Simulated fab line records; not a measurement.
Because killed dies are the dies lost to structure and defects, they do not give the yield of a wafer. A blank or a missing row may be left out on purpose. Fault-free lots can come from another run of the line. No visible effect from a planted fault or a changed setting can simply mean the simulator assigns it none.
fab line records	flow berkeleyCmos170
[record] lots = 5	wafers = 15	lastDay = 12
route steps=331 shown NWELL@15 PWELL@34
lots that met no fault: from a run of the same line without faults
startH: hours from the record's opening day to when the first of the lot's shown wafers began	waitH: hours elapsed since this lot's preceding step	" as in the row above	L1.1+2: a single row standing in for several wafers	- no value, or no start was given	* or withheld: withheld	< > ~ a bound
route shown NAME@n: names a module that has steps shown in the file, with the first one's number in the route	usual: mean and standard deviation over wafers with no fault	same: alike in all rows	chamber/n: place in a boat	sites: per-site readings	_std_site: the standard deviation of these	_edge_site: the outer-site mean with the inner-site mean subtracted	radiusMm: for every site, how far away it sits from the centre of the wafer	mask NAME#n: copy n	behind: the most recent tool/chamber to have shaped the wafer	hold: cause of the lot's hold/its duration in hours/its outcome	device: whichever transistor did not switch (one of n, p or np)	end of line: tests of these same wafers at the route's end	for a step that has no rows: nothing shown but its recipe	killed: not the wafer's yield, but the dies lost to structure and defects at the first sort	map: a wafer's dies, x killed, . not, _ none there
set.NAME: setting as actually run; set.NAME@STEP: the setting as run at that earlier step	model.NAME: the simulator's own value behind a step, which no gauge read
lots at some steps of the route; a table a step, a row a wafer
services: a tool's chamber out of use, with start hour (startH, from the record's first day; less than 0 if before it), hours out, and reason
[[steps]]
[step UCB170_NWELL_OXIDATION_01]
[recipe] tempC = 1000	ambient = O2	targetThkA = 264	oxTimeS = 1260
[usual] zonePowerLoadPct = 32.2/2.8
[same] oxTimeS = 1260
lot.wafer	tool	chamber	startH	waitH	zonePowerLoadPct
L083.2	furnace-03	0	73.13	4.0	30.0
L083.3	"	0	"	"	29.8
L083.6	"	0	"	"	30.2
L085.1	furnace-03	0	75.73	1.9	29.6
L085.4	"	0	"	"	29.8
L085.6	"	0	"	"	30.2
L086.1	furnace-04	0	80.46	2.7	31.7
L086.2	"	0	"	"	31.7
L086.4	"	0	"	"	31.6
L087.1	furnace-04	0	87.23	2.2	31.9
L087.4	"	0	"	"	31.6
L087.5	"	0	"	"	31.8
L097.3	furnace-04	0	139.34	2.3	32.0
L097.4	"	0	"	"	32.2
L097.6	"	0	"	"	32.2
[step UCB170_NWELL_THK_MEAS_02]
[recipe] reads = SiO2_of_NWELL_OXIDATION_01
[usual] NWELL_OXIDE_THK = 26.3/0.53
lot.wafer	tool	chamber	startH	waitH	NWELL_OXIDE_THK[nm]
L083.2	filmMetro-01	-	74.49	0.0	26.4
L083.3	"	-	"	"	26.7
L083.6	"	-	"	"	26.2
L085.1	filmMetro-01	-	77.08	0.0	26.8
L085.4	"	-	"	"	26.5
L085.6	"	-	"	"	26.7
L086.1	filmMetro-01	-	81.81	0.0	26.4
L086.2	"	-	"	"	26.4
L086.4	"	-	"	"	26.3
L087.1	filmMetro-02	-	88.58	0.0	25.9
L087.4	"	-	"	"	26.3
L087.5	"	-	"	"	26.4
L097.3	filmMetro-04	-	140.71	0.0	26.7
L097.4	"	-	"	"	27.8
L097.6	"	-	"	"	27.1
[step UCB170_NWELL_ANNEAL_03]
[recipe] tempC = 1000	timeS = 900	ambient = N2
[usual] zonePowerLoadPct = 32.2/2.4
lot.wafer	tool	chamber	startH	waitH	zonePowerLoadPct
L083.2	furnace-03	0	77.08	2.6	29.6
L083.3	"	0	"	"	29.9
L083.6	"	0	"	"	30.0
L085.1	furnace-04	0	79.21	2.1	31.6
L085.4	"	0	"	"	31.4
L085.6	"	0	"	"	31.2
L086.1	furnace-04	0	84.64	2.8	31.2
L086.2	"	0	"	"	32.3
L086.4	"	0	"	"	32.2
L087.1	furnace-03	0	91.75	3.2	30.1
L087.4	"	0	"	"	29.7
L087.5	"	0	"	"	29.6
L097.3	furnace-03	0	144.68	4.0	30.0
L097.4	"	0	"	"	30.0
L097.6	"	0	"	"	30.0
[step UCB170_NWELL_CVD_04]
[recipe] material = Si3N4	targetThkNm = 224	tempC = 800	precursor = SiH2Cl2/NH3	timeS = 3360	pressureMtorr = 200	sih2cl2FlowSccm = 25	nh3FlowSccm = 75
[usual] zonePowerLoadPct = 20.6/1.6
lot.wafer	tool	chamber	startH	waitH	zonePowerLoadPct
L083.2	lpcvd-02	1	78.33	0.0	22.1
L083.3	"	1	"	"	22.1
L083.6	"	1	"	"	22.0
L085.1	lpcvd-02	0	80.46	0.0	20.4
L085.4	"	0	"	"	21.0
L085.6	"	0	"	"	20.8
L086.1	lpcvd-02	0	85.89	0.0	20.9
L086.2	"	0	"	"	20.7
L086.4	"	0	"	"	20.5
L087.1	lpcvd-01	0	93.56	0.6	17.6
L087.4	"	0	"	"	17.7
L087.5	"	0	"	"	17.6
L097.3	lpcvd-01	1	145.93	0.0	21.7
L097.4	"	1	"	"	21.8
L097.6	"	1	"	"	21.7
[step UCB170_NWELL_THK_MEAS_05]
[recipe] reads = Si3N4_of_NWELL_CVD_04
[usual] NWELL_NITRIDE_THK = 224.3/1.5
lot.wafer	tool	chamber	startH	waitH	NWELL_NITRIDE_THK[nm]
L083.2	filmMetro-04	-	80.28	0.0	224.7
L083.3	"	-	"	"	226.7
L083.6	"	-	"	"	225.9
L085.1	filmMetro-02	-	82.39	0.0	226.7
L085.4	"	-	"	"	227.0
L085.6	"	-	"	"	227.3
L086.1	filmMetro-01	-	87.83	0.0	222.3
L086.2	"	-	"	"	221.7
L086.4	"	-	"	"	223.7
L087.1	filmMetro-04	-	96.46	0.0	224.8
L087.4	"	-	"	"	225.1
L087.5	"	-	"	"	223.6
L097.3	filmMetro-04	-	147.88	0.0	222.4
L097.4	"	-	"	"	224.6
L097.6	"	-	"	"	223.7
[step UCB170_NWELL_HMDS_06]
[recipe] primeTimeS = 60	primeTempC = 100
lot.wafer	tool	chamber	startH	waitH
L083.2+3+6	lithoTrack-04	0	80.35	0.1
L085.1+4+6	lithoTrack-01	0	82.72	0.3
L086.1+2+4	lithoTrack-04	0	87.89	0.1
L087.1+4+5	lithoTrack-03	0	96.52	0.1
L097.3+4+6	lithoTrack-04	0	148.00	0.1
[step UCB170_NWELL_COAT_07]
[recipe] resist = KrF	spinRpm = 1500	resistThkNm = 900
lot.wafer	tool	chamber	startH	waitH
L083.2+3+6	lithoTrack-04	0	80.50	0.1
L085.1+4+6	lithoTrack-01	0	82.87	0.1
L086.1+2+4	lithoTrack-04	0	88.04	0.1
L087.1+4+5	lithoTrack-03	0	96.67	0.1
L097.3+4+6	lithoTrack-04	0	148.15	0.1
[step UCB170_NWELL_SOFTBAKE_08]
[recipe] resist = KrF	tempC = 130	timeS = 60
lot.wafer	tool	chamber	startH	waitH
L083.2+3+6	lithoTrack-04	0	80.65	0.1
L085.1+4+6	lithoTrack-01	0	83.02	0.1
L086.1+2+4	lithoTrack-04	0	88.19	0.1
L087.1+4+5	lithoTrack-03	0	96.82	0.1
L097.3+4+6	lithoTrack-04	0	148.30	0.1
[step UCB170_NWELL_EXPOSE_09]
[recipe] maskId = NWELL	targetCdNm = 3000	na = 0.5	sigmaOuter = 0.6	sourceShape = conventional	doseMj = 25
lot.wafer	tool	chamber	startH	waitH	mask
L083.2+3+6	krfScanner-02	0	80.80	0.1	NWELL#0
L085.1+4+6	krfScanner-01	0	83.29	0.2	NWELL#0
L086.1+2+4	krfScanner-01	0	88.34	0.1	NWELL#0
L087.1+4+5	krfScanner-01	0	97.09	0.2	NWELL#0
L097.3+4+6	krfScanner-01	0	148.56	0.2	NWELL#0
[step UCB170_NWELL_PEB_10]
[recipe] pebTempC = 130	pebTimeS = withheld	resist = KrF
lot.wafer	tool	chamber	startH	waitH
L083.2+3+6	lithoTrack-03	0	80.92	0.1
L085.1+4+6	lithoTrack-01	0	83.44	0.1
L086.1+2+4	lithoTrack-01	0	88.45	0.1
L087.1+4+5	lithoTrack-04	0	97.35	0.2
L097.3+4+6	lithoTrack-04	0	149.17	0.6
[step UCB170_NWELL_DEVELOP_11]
[recipe] developer = TMAH	developTimeS = 45	resist = KrF	devTempC = 21
lot.wafer	tool	chamber	startH	waitH
L083.2+3+6	lithoTrack-03	0	-	-
L085.1+4+6	lithoTrack-01	0	-	-
L086.1+2+4	lithoTrack-01	0	-	-
L087.1+4+5	lithoTrack-04	0	-	-
L097.3+4+6	lithoTrack-04	0	-	-
[step UCB170_NWELL_OVL_MEAS_12]
[usual] NWELL_OVL = -4/5.7
lot.wafer	tool	chamber	startH	waitH	NWELL_OVL[nm]
L083.2	overlay-01	-	81.17	-	-8
L083.3	"	-	"	"	-17
L083.6	"	-	"	"	-4
L085.1	overlay-02	-	83.72	-	-7
L085.4	"	-	"	"	-5
L085.6	"	-	"	"	-2
L086.1	overlay-02	-	88.73	-	7
L086.2	"	-	"	"	11
L086.4	"	-	"	"	3
L087.1	overlay-02	-	97.62	-	-3
L087.4	"	-	"	"	-2
L087.5	"	-	"	"	-6
L097.3	overlay-02	-	149.41	-	-2
L097.4	"	-	"	"	1
L097.6	"	-	"	"	-2
[step UCB170_NWELL_ETCH_13]
[recipe] chemistry = CH3F/Ar/O2	target = Si3N4	stopOn = SiO2	CH3F_flow_sccm = 20	Ar_flow_sccm = 50	O2_flow_sccm = 7	pressureMtorr = 50	rfW = 450	targetDepthA = 2464	overEtchFrac = 0.1	timeS = 154
[usual] drypumpMotorCurrentA = 5.7/0.44	oesProductAu = 0.946/0.014	throttleValvePct = 8.00/0.16
lot.wafer	tool	chamber	startH	waitH	drypumpMotorCurrentA	oesProductAu	rfHoursCounterH	throttleValvePct
L083.2	rieDiel-03	1	81.20	0.0	5.7	0.951	108	7.91
L083.3	"	2	"	"	5.0	0.942	71	8.03
L083.6	"	2	"	"	5.0	0.935	-	8.04
L085.1	rieDiel-02	0	83.75	0.0	6.4	0.935	102	7.93
L085.4	"	3	"	"	5.8	0.937	136	8.39
L085.6	"	0	"	"	6.4	0.939	-	7.93
L086.1	rieDiel-03	2	88.77	0.0	5.0	0.931	71	8.04
L086.2	"	1	"	"	5.7	0.953	109	7.90
L086.4	"	3	"	"	6.5	0.929	50	7.79
L087.1	rieDiel-02	1	97.66	0.0	5.4	0.945	26	7.99
L087.4	"	3	"	"	5.7	0.944	137	8.39
L087.5	"	1	"	"	5.4	0.950	-	7.99
L097.3	rieDiel-03	0	149.43	0.0	5.8	0.950	31	8.09
L097.4	"	2	"	"	5.0	0.930	73	8.03
L097.6	"	0	"	"	5.8	0.945	-	8.11
[step UCB170_NWELL_IMPLANT_14]
[recipe] species = P	doseCm2 = 1e+13	energyKev = 150	tiltDeg = 7
lot.wafer	tool	chamber	startH	waitH
L083.2+3+6	implanter-03	0	81.33	0.1
L085.1+4+6	implanter-02	0	83.86	0.1
L086.1+2+4	implanter-03	0	88.87	0.1
L087.1+4+5	implanter-04	0	97.76	0.1
L097.3+4+6	implanter-02	0	149.59	0.1
[step UCB170_NWELL_STRIP_15]
[recipe] chemistry = O2	powerW = 400	pressureMtorr = 3500	platenTempC = withheld	o2FlowSccm = 400	overashFraction = 0.5
[usual] drypumpMotorCurrentA = 5.6/0.58	oesProductAu = 0.721/0.0048	stripTimeToEndpointS = 18.07/0.12
[same] overashFraction = 0.5
lot.wafer	tool	chamber	startH	waitH	drypumpMotorCurrentA	oesProductAu	rfHoursCounterH	stripTimeToEndpointS
L083.2	plasmaAsher-02	0	81.46	0.1	6.4	0.725	37	18.01
L083.3	"	1	"	"	4.7	0.726	-	17.96
L083.6	"	0	"	"	6.4	0.721	-	17.88
L085.1	plasmaAsher-01	1	84.01	0.1	5.8	0.718	29	17.95
L085.4	"	0	"	"	6.1	0.724	-	18.29
L085.6	"	0	"	"	6.1	0.723	-	17.96
L086.1	plasmaAsher-04	1	89.02	0.1	5.4	0.719	39	17.95
L086.2	"	0	"	"	5.0	0.718	39	18.11
L086.4	"	1	"	"	5.4	0.722	-	18.06
L087.1	plasmaAsher-01	1	97.91	0.1	5.8	0.723	31	18.12
L087.4	"	1	"	"	5.8	0.723	-	18.30
L087.5	"	1	"	"	5.8	0.720	-	18.22
L097.3	plasmaAsher-02	0	149.72	0.1	6.5	0.725	-	17.99
L097.4	"	1	"	"	4.7	0.723	-	17.84
L097.6	"	0	"	"	6.5	0.718	-	18.02
[step UCB170_NWELL_TW_MEAS_16]
[usual] NWELL_TW = 1253/17
lot.wafer	tool	chamber	startH	waitH	NWELL_TW
L083.2	filmMetro-04	-	81.57	0.1	1275
L083.3	"	-	"	"	1274
L083.6	"	-	"	"	1280
L085.1	filmMetro-04	-	84.11	0.1	1270
L085.4	"	-	"	"	1272
L085.6	"	-	"	"	1277
L086.1	filmMetro-02	-	89.12	0.1	1231
L086.2	"	-	"	"	1235
L086.4	"	-	"	"	1240
L087.1	filmMetro-02	-	98.01	0.1	1238
L087.4	"	-	"	"	1236
L087.5	"	-	"	"	1240
L097.3	filmMetro-02	-	149.81	0.1	1229
L097.4	"	-	"	"	1237
L097.6	"	-	"	"	1237
[step UCB170_NWELL_CLEAN_17]
[recipe] chemistry = SPM	tempC = 120	timeS = 600
lot.wafer	tool	chamber	startH	waitH
L083.2+3+6	wetBench-01	3	81.62	0.0
L085.1+4+6	wetBench-02	1	84.27	0.2
L086.1+2+4	wetBench-02	1	89.38	0.3
L087.1+4+5	wetBench-02	1	98.16	0.1
L097.3+4+6	wetBench-02	2	149.85	0.0
[step UCB170_NWELL_WET_ETCH_18]
[recipe] chemistry = H3PO4	target = Si3N4	tempC = 160	timeS = 14400
lot.wafer	tool	chamber	startH	waitH
L083.2+3+6	wetBench-01	3	81.79	0.0
L085.1+4+6	wetBench-02	3	84.62	0.2
L086.1+2+4	wetBench-01	1	89.82	0.3
L087.1+4+5	wetBench-02	3	98.34	0.0
L097.3+4+6	wetBench-04	1	150.02	0.0
[step UCB170_NWELL_WET_ETCH_19]
[recipe] chemistry = BOE	dilution = 5:1	target = SiO2	tempC = 25	timeS = 22
lot.wafer	tool	chamber	startH	waitH
L083.2+3+6	wetBench-04	0	86.16	0.4
L085.1+4+6	wetBench-02	3	89.15	0.5
L086.1+2+4	wetBench-02	1	93.83	0.0
L087.1+4+5	wetBench-02	0	102.52	0.2
L097.3+4+6	wetBench-04	1	154.21	0.2
[step UCB170_PWELL_CLEAN_00]
[recipe] chemistry = SPM	tempC = 120	timeS = 600
lot.wafer	tool	chamber	startH	waitH
L083.2+3+6	wetBench-02	2	88.63	2.4
L085.1+4+6	wetBench-02	0	89.73	0.6
L086.1+2+4	wetBench-01	1	93.84	0.0
L087.1+4+5	wetBench-01	2	105.08	2.5
L097.3+4+6	wetBench-04	1	154.22	0.0
[step UCB170_PWELL_CLEAN_01]
[recipe] chemistry = dHF	dilution = 25:1	timeS = 60
lot.wafer	tool	chamber	startH	waitH
L083.2+3+6	wetBench-02	1	89.34	0.5
L085.1+4+6	wetBench-02	3	90.09	0.2
L086.1+2+4	wetBench-01	3	94.19	0.0
L087.1+4+5	wetBench-01	0	106.35	1.1
L097.3+4+6	wetBench-04	2	154.39	0.0
[step UCB170_PWELL_OXIDATION_02]
[recipe] tempC = 1000	ambient = O2	targetThkA = 264	oxTimeS = 1260
[usual] zonePowerLoadPct = 36.4/2.1
[same] oxTimeS = 1260
lot.wafer	tool	chamber	startH	waitH	zonePowerLoadPct
L083.2	furnace-02	0	90.59	1.2	36.7
L083.3	"	0	"	"	36.6
L083.6	"	0	"	"	37.5
L085.1	furnace-02	0	90.59	0.5	36.8
L085.4	"	0	"	"	37.3
L085.6	"	0	"	"	37.5
L086.1	furnace-04	0	97.01	2.8	31.7
L086.2	"	0	"	"	31.8
L086.4	"	0	"	"	32.3
L087.1	furnace-02	0	107.72	1.3	37.7
L087.4	"	0	"	"	36.9
L087.5	"	0	"	"	36.7
L097.3	furnace-01	0	157.33	2.9	37.7
L097.4	"	0	"	"	37.4
L097.6	"	0	"	"	38.1
[step UCB170_PWELL_THK_MEAS_03]
[recipe] reads = SiO2_of_PWELL_OXIDATION_02
[usual] PWELL_OXIDE_THK = 26.4/0.57
lot.wafer	tool	chamber	startH	waitH	PWELL_OXIDE_THK[nm]
L085.1	filmMetro-04	-	91.94	0.0	25.3
L085.4	"	-	"	"	26.0
L085.6	"	-	"	"	25.3
L083.2	filmMetro-02	-	91.95	0.0	26.7
L083.3	"	-	"	"	26.9
L083.6	"	-	"	"	26.8
L086.1	filmMetro-02	-	98.36	0.0	26.2
L086.2	"	-	"	"	26.1
L086.4	"	-	"	"	25.9
L087.1	filmMetro-03	-	109.07	0.0	26.6
L087.4	"	-	"	"	26.8
L087.5	"	-	"	"	26.5
L097.3	filmMetro-02	-	158.70	0.0	27.6
L097.4	"	-	"	"	27.5
L097.6	"	-	"	"	27.5
[[services]]
tool	chamber	startH	hours	kind
rieDiel-02	-	51.41	0.7	repair
krfScanner-01	-	54.30	4.4	pm
furnace-02	-	57.96	4.7	pm
furnace-04	-	58.01	4.1	repair
rieDiel-03	-	61.56	4.3	pm
rieDiel-02	0	62.11	4.4	repair
implanter-03	-	63.70	0.7	repair
krfScanner-01	-	71.10	1.3	pm
krfScanner-02	-	77.29	0.8	pm
plasmaAsher-02	-	87.94	1.9	repair
plasmaAsher-04	-	94.13	15.8	repair
rieDiel-03	0	95.14	6.9	repair
implanter-04	-	115.89	1.3	repair
rieDiel-02	1	117.27	25.0	repair
furnace-03	-	120.48	3.4	pm
plasmaAsher-02	-	125.29	10.7	pm
krfScanner-02	-	126.22	1.3	pm
furnace-01	-	134.55	3.6	pm
plasmaAsher-04	-	136.16	13.9	pm
rieDiel-02	0	136.40	9.7	repair
furnace-01	-	151.11	3.6	pm
implanter-03	-	154.93	3.9	pm
rieDiel-03	2	155.16	8.1	repair
rieDiel-02	-	155.32	28.1	pm
[[key]]
fault none
